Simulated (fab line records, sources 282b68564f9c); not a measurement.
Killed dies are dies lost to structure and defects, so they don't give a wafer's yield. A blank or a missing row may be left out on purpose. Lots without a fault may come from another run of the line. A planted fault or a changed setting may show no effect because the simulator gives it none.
A struck lot beside a sound one | flow rit_cmos | 29 steps out of a route of 202
Sound: wafers L467.3, L467.4, L467.5. Struck: wafers L471.1, L471.3. (L471.5 of the same lot was not struck and is left out.) The cause comes at the end.
At each step with rows: each side's tool, then ch and its chambers, then its first start. Under that, the readings that differ: sound wafers | struck wafers | difference of the means | sigmas: that difference in standard deviations of wafers without a fault.
alike: readings whose means differ by less than 2 such deviations, and words and numbers that are the same on both sides. not compared: withheld readings, readings that some wafer has no value for, bounds like >300 that may hide the same value, and numbers for which the record gives no deviation and whose values overlap.
The two part at a step that has a row with sigmas, a row that says differs or no value, or rows on one side only. Numbers that don't overlap but have no deviation are shown without sigmas and don't part them. A reading that every wafer of one side lacks parts them only if that side has two wafers or more.

RIT_SDANNEAL_RTA_03: time 5 s.
  sound on rtp_anneal-02 ch 0, day 6 06:44; struck on rtp_anneal-02 ch 0, day 6 23:13
  reading          | sound                | struck        | difference | sigmas
  wafer_temp_C_max | 1051.4 1052.7 1054.0 | 1055.6 1055.0 | +2.6       | +2
  alike: ramp_up_c_per_s
RIT_SDANNEAL_RS_MEAS_04: measures by four-point-probe.
  sound on film_metro-03, day 6 06:49; struck on film_metro-02, day 6 23:16
  reading         | sound                | struck        | difference | sigmas
  PSD_RS (ohm/sq) | 115.87 115.61 115.69 | 116.49 116.37 | +0.71      | +2
RIT_SDANNEAL_RS_MEAS_05: measures by four-point-probe.
  sound on film_metro-03, day 6 06:56; struck on film_metro-02, day 6 23:23
  reading         | sound             | struck      | difference | sigmas
  NSD_RS (ohm/sq) | 83.69 83.95 83.86 | 84.82 84.45 | +0.80      | +3
RIT_SDANNEAL_RS_MEAS_06: measures by four-point-probe.
  sound on film_metro-03, day 6 07:03; struck on film_metro-02, day 6 23:31
  alike: PLDD_RS
RIT_SDANNEAL_RS_MEAS_07: measures by four-point-probe.
  sound on film_metro-03, day 6 07:10; struck on film_metro-02, day 6 23:38
  alike: NLDD_RS
then, 1 step without rows for these wafers: RIT_SILICIDE_WET_ETCH_00 (etches SiO2 in BOE, target depth 14 nm, time 15.47 s).
RIT_SILICIDE_SPUTTER_01: material Ti, target thk 30 nm, time 240 s.
  sound on pvd_sputter-01, day 6 07:16; struck on pvd_sputter-01, day 6 23:46
  alike: substrate_temp_c, throttle_valve_pct
RIT_SILICIDE_RS_MEAS_02: measures by four-point-probe.
  sound on film_metro-01, day 6 07:27; struck on film_metro-01, day 6 23:56
  alike: SILICIDE_TI_RS
RIT_SILICIDE_THK_MEAS_03: measures by xrf.
  sound on film_metro-01, day 6 07:33; struck on film_metro-01, day 7 00:03
  alike: SILICIDE_TI_THK
RIT_SILICIDE_RTA_04: time 10 s, ramp up 5 s, ramp down 5 s.
  sound on rtp_anneal-01 ch 0, day 6 07:37; struck on rtp_anneal-01 ch 0, day 7 00:07
  alike: wafer_temp_C_max
then, 1 step without rows for these wafers: RIT_SILICIDE_WET_ETCH_05 (etches Ti in SPM, time 120 s).
RIT_SILICIDE_RTA_06: time 10 s, ramp up 5 s, ramp down 10 s.
  sound on rtp_anneal-02 ch 0, day 6 07:44; struck on rtp_anneal-02 ch 0, day 7 00:14
  alike: wafer_temp_C_max
RIT_CONTACT_CVD_00: deposits SiO2 from TEOS, target thk 400 nm, time 59.75 s.
  sound on pecvd-04 ch 0,2, day 6 07:46; struck on pecvd-03 ch 0, day 7 00:17
  reading                                  | sound             | struck      | difference | sigmas
  model.SiO2_of_CONTACT_CVD_00.thk_nm (nm) | 386.8 397.5 397.7 | 550.8 553.9 | +158.3     |
  alike: heater_power_w
RIT_CONTACT_THK_MEAS_01:
  sound on film_metro-02, day 6 07:50; struck on film_metro-02, day 7 00:22
  reading               | sound       | struck  | difference | sigmas
  CONTACT_TEOS_THK (nm) | 387 397 398 | 551 554 | +158       | +34
then, 6 steps without rows for these wafers: RIT_CONTACT_HMDS_02 (prime time 60 s); RIT_CONTACT_COAT_03 (resist thk 1000 nm); RIT_CONTACT_SOFTBAKE_04 (time 60 s); RIT_CONTACT_EXPOSE_05 (exposes mask M11, target cd 1000 nm); RIT_CONTACT_PEB_06; RIT_CONTACT_DEVELOP_07 (develop time 120 s).
RIT_CONTACT_CD_MEAS_08: target cd 1000 nm.
  sound on cd_sem-01, day 6 09:01; struck on cd_sem-01, day 7 01:31
  alike: cd_nm
RIT_CONTACT_OVL_MEAS_09:
  sound on overlay-01, day 6 09:06; struck on overlay-02, day 7 01:38
  alike: CONTACT_OVL
then, 1 step without rows for these wafers: RIT_CONTACT_HARDBAKE_10 (time 60 s).
RIT_CONTACT_ETCH_11: etches SiO2 in CHF3/CF4/Ar, stops on TiSi2, target depth 480 nm, time 320 s.
  sound on rie_diel-04 ch 0,1,2, day 6 09:23; struck on rie_diel-03 ch 0,1, day 7 01:50
  reading                             | sound             | struck      | difference | sigmas
  model.etch.depth_nm (nm)            | 386.8 397.5 397.7 | 478.7 469.2 | +79.9      |
  model.CONTACT.feature_depth_nm (nm) | 386.8 397.5 397.7 | 478.7 469.2 | +79.9      |
  alike: chamber_pressure_mTorr, drypump_motor_current_A, oes_product_au, throttle_valve_pct
  not compared: rf_hours_counter_h
RIT_CONTACT_STRIP_12: strips in O2, time 180 s.
  sound on plasma_asher-01 ch 0,1, day 6 09:38; struck on plasma_asher-02 ch 0,1, day 7 02:01
  alike: chamber_pressure_mTorr, drypump_motor_current_A
  not compared: rf_hours_counter_h
RIT_CONTACT_CD_MEAS_90: target cd 1000 nm.
  sound on cd_sem-02, day 6 09:48; struck on cd_sem-01, day 7 02:12
  alike: cd_nm
RIT_CONTACT_CLEAN_13: cleans in SC1, time 600 s.
  sound on wet_bench-01 ch 3, day 6 09:53; struck on wet_bench-02 ch 0, day 7 02:19
  reading                                  | sound             | struck      | difference | sigmas
  model.SiO2_of_CONTACT_CVD_00.thk_nm (nm) | 382.7 393.4 393.7 | 546.7 549.9 | +158.4     |
then, 1 step without rows for these wafers: RIT_CONTACT_CLEAN_14 (cleans in SC2, time 600 s).
RIT_M1_PROBE_99:
  sound on prober-02, day 6 14:57; struck on prober-02, day 7 07:13
  reading            | sound  | struck  | difference | sigmas
  killed_at_contacts | 0 0 0  | 257 254 | +256       | +99 or more
  killed_dies        | 12 5 4 | 264 264 | +257       | +80
  killed_on_rim      | 2 2 1  | 70 70   | +68        | +46
  alike: killed_at_M0_to_M3, killed_at_front_end, killed_open, killed_short

WHERE THEY PART
First at RIT_SDANNEAL_RTA_03; last, within this record, at RIT_M1_PROBE_99.

WHY: what the simulator had put in
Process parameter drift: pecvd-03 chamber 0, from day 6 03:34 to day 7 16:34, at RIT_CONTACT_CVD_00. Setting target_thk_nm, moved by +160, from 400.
